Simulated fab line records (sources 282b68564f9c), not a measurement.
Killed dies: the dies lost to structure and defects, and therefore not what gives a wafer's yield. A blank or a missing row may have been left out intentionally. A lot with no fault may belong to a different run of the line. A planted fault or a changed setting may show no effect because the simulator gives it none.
Split-lot study | flow ritCmos | 23 wafers read across 5 lots, on a route 202 steps long

## ABOUT THE SPLIT
At RIT_PWELL_IMPLANT_08, the setting energyKev was moved away from the recipe's 170 on 11 of the 23 wafers read, by -5.9% to +3.6%. The other wafers ran this setting at the recipe's value.

The reading comes from the split's own step.

## THE READING
The simulator's own value implant.drpNm, read by no gauge, in nm at RIT_PWELL_IMPLANT_08. The file gives no usual value for it.

wafer  | tool, chamber at the split | energyKev as run | against the recipe | implant.drpNm, nm | against lot-mates on the recipe
L076.1 | implanter-04, 0            | 161.7            | -4.9%              | 101               | -1.9
L076.3 | implanter-04, 0            | 161.7            | -4.9%              | 101               | -1.9
L076.4 | implanter-04, 0            | 170              | recipe             | 102.9             | -
L076.5 | implanter-04, 0            | 170              | recipe             | 102.9             | -
L076.6 | implanter-04, 0            | 170              | recipe             | 102.9             | -
L078.1 | implanter-01, 0            | 160              | -5.9%              | 100.6             | -2.3
L078.3 | implanter-01, 0            | 160              | -5.9%              | 100.6             | -2.3
L078.5 | implanter-01, 0            | 160              | -5.9%              | 100.6             | -2.3
L078.2 | implanter-01, 0            | 170              | recipe             | 102.9             | -
L078.6 | implanter-01, 0            | 170              | recipe             | 102.9             | -
L079.1 | implanter-01, 0            | 176.2            | +3.6%              | 103.9             | +1.0
L079.4 | implanter-01, 0            | 176.2            | +3.6%              | 103.9             | +1.0
L079.5 | implanter-01, 0            | 176.2            | +3.6%              | 103.9             | +1.0
L079.2 | implanter-01, 0            | 170              | recipe             | 102.9             | -
L079.3 | implanter-01, 0            | 170              | recipe             | 102.9             | -
L082.3 | implanter-02, 0            | 170              | recipe             | 102.9             | -
L082.5 | implanter-02, 0            | 170              | recipe             | 102.9             | -
L082.6 | implanter-02, 0            | 170              | recipe             | 102.9             | -
L084.2 | implanter-02, 0            | 175.2            | +3.1%              | 103.7             | +0.8
L084.3 | implanter-02, 0            | 175.2            | +3.1%              | 103.7             | +0.8
L084.4 | implanter-02, 0            | 175.2            | +3.1%              | 103.7             | +0.8
L084.5 | implanter-02, 0            | 170              | recipe             | 102.9             | -
L084.6 | implanter-02, 0            | 170              | recipe             | 102.9             | -

FIT RESULTS
A straight line over all 23 wafers: implant.drpNm changes by +0.349 nm for each +1% of energyKev; r = +0.99; the points scatter about the line by 0.13 nm.
The same after taking each lot's own level away (the mean of its wafers on the recipe; 23 wafers): +0.349 nm for each +1%; r = +0.99; scatter 0.13 nm.
According to that fit, moving energyKev by its largest amount changes the reading by 2.1 nm.
The lots' own levels span 102.90 to 102.90 nm.
Hence the lot-to-lot level has little effect on the slope; both slopes agree.
Check: for one of the wafers moved furthest among these (-5.9%), held out of the fit, the line's prediction against its lot-mates is -2.14 nm. It came out at -2.3 nm against them.

## OTHER SPLITS ON THESE WAFERS
Note: prior to the reading, these wafers also went through further splits. Each is held against what the fit with the lots' levels taken away leaves over:
other split on the same wafers | wafers away from the commonest value | r with implant.drpNm (lot level and that fit taken away)
RIT_ACTIVE_CVD_03 tempC        | 10                                   | +0.29
RIT_ACTIVE_DEVELOP_10 devTempC | 10                                   | -0.31
RIT_FOX2_OXIDATION_00 oxTimeS  | 18                                   | -0.05

## THE WHOLE CHAIN: every reading that the file lists as answering this split, in the file's order
step                 | what it does | reading                                                        | change (the file's fit)               | r (the file's)
RIT_PWELL_IMPLANT_08 |              | implant.rpNm (the simulator's own value, which no gauge read)  | +3.59 nm for each +1% of the setting  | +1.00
RIT_PWELL_IMPLANT_08 |              | implant.drpNm (the simulator's own value, which no gauge read) | +0.351 nm for each +1% of the setting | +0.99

## FILE'S OWN FIT
implant.drpNm changes by +0.351 nm for each +1% of energyKev, r = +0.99.
